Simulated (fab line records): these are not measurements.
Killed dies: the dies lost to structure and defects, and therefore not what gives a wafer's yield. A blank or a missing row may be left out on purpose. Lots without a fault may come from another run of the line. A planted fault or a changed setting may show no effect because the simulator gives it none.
Comparing a struck lot with a sound one || flow berkeley_cmos170 || 14 steps out of a route of 331
Sound: the wafers L669.1, L669.3, L669.4. Struck: wafers L674.2, L674.3, L674.4. The cause is named last.
Each step with rows lists, per side, the tool, then ch with its chambers, then its first start. Under that, the readings that differ: sound wafers || struck wafers || difference of the means || sigmas: that difference in standard deviations of wafers without a fault.
alike: readings whose means differ by less than 2 such deviations, and words and numbers that are the same on both sides. not compared: withheld readings, readings that some wafer has no value for, bounds like >300 that may hide the same value, and numbers for which the record gives no deviation and whose values overlap.
Wherever a step has rows on one side only, a row that says differs or no value, or a row with sigmas, the two part there. Non-overlapping numbers with no deviation appear without sigmas and do not part them. Lack of a reading on every wafer of one side parts them only where that side has two or more wafers.

first, 3 steps without rows for these wafers: UCB170_PWELL_EXPOSE_10 (exposes mask PWELL, target cd 3000 nm); UCB170_PWELL_PEB_11; UCB170_PWELL_DEVELOP_12 (develop time 45 s).
UCB170_PWELL_OVL_MEAS_13:
  struck on overlay-01, day 6 15:07; sound on overlay-01, day 5 09:53
  alike: PWELL_OVL
UCB170_PWELL_ETCH_14: etches Si3N4 in CH3F/Ar/O2, stops on SiO2, target depth 242 nm, time 151 s.
  sound on rie_diel-03 ch 0,1,3, day 5 09:55; struck on rie_diel-01 ch 1,2,3, day 6 15:08
  alike: chamber_pressure_mTorr, drypump_motor_current_A, oes_product_au, throttle_valve_pct
  not compared: rf_hours_counter_h
then, 1 step without rows for these wafers: UCB170_PWELL_IMPLANT_15.
UCB170_PWELL_STRIP_16: strips in O2.
  sound on plasma_asher-04 ch 0,1, day 5 10:10; struck on plasma_asher-03 ch 0,1, day 6 15:23
  alike: chamber_pressure_mTorr, drypump_motor_current_A, o2_flow_sccm, oes_product_au, strip_time_to_endpoint_s
  not compared: rf_hours_counter_h
UCB170_PWELL_TW_MEAS_17:
  struck on film_metro-03, day 6 15:30; sound on film_metro-01, day 5 10:16
  alike: PWELL_TW
then, 4 steps without rows for these wafers: UCB170_PWELL_CLEAN_18 (cleans in SPM, time 600 s); UCB170_PWELL_WET_ETCH_19 (etches Si3N4 in H3PO4, time 14400 s); UCB170_PWELL_WET_ETCH_20 (etches SiO2 in BOE, time 22 s); UCB170_WELLDRIVE_CLEAN_00 (cleans in SPM, time 600 s).
UCB170_WELLDRIVE_OXIDATION_01: target thk 199 nm, ox time 9000 s.
  sound on furnace-01 ch 0, day 5 19:58; struck on furnace-04, day 7 01:09
  no value came back on the struck wafers for ox_temp_c (C), ox_temp_c_max, spike_tc_centre_C (C), zone_power_load_pct (%); on the sound wafers ox_temp_c (C) reads 1100.1 1100.1 1100.3
then, 1 step without rows for these wafers: UCB170_WELLDRIVE_ANNEAL_03 (time 900 s).

WHERE THEY PART
Within this record, at UCB170_WELLDRIVE_OXIDATION_01 only.

WHY: the cause the simulator had injected
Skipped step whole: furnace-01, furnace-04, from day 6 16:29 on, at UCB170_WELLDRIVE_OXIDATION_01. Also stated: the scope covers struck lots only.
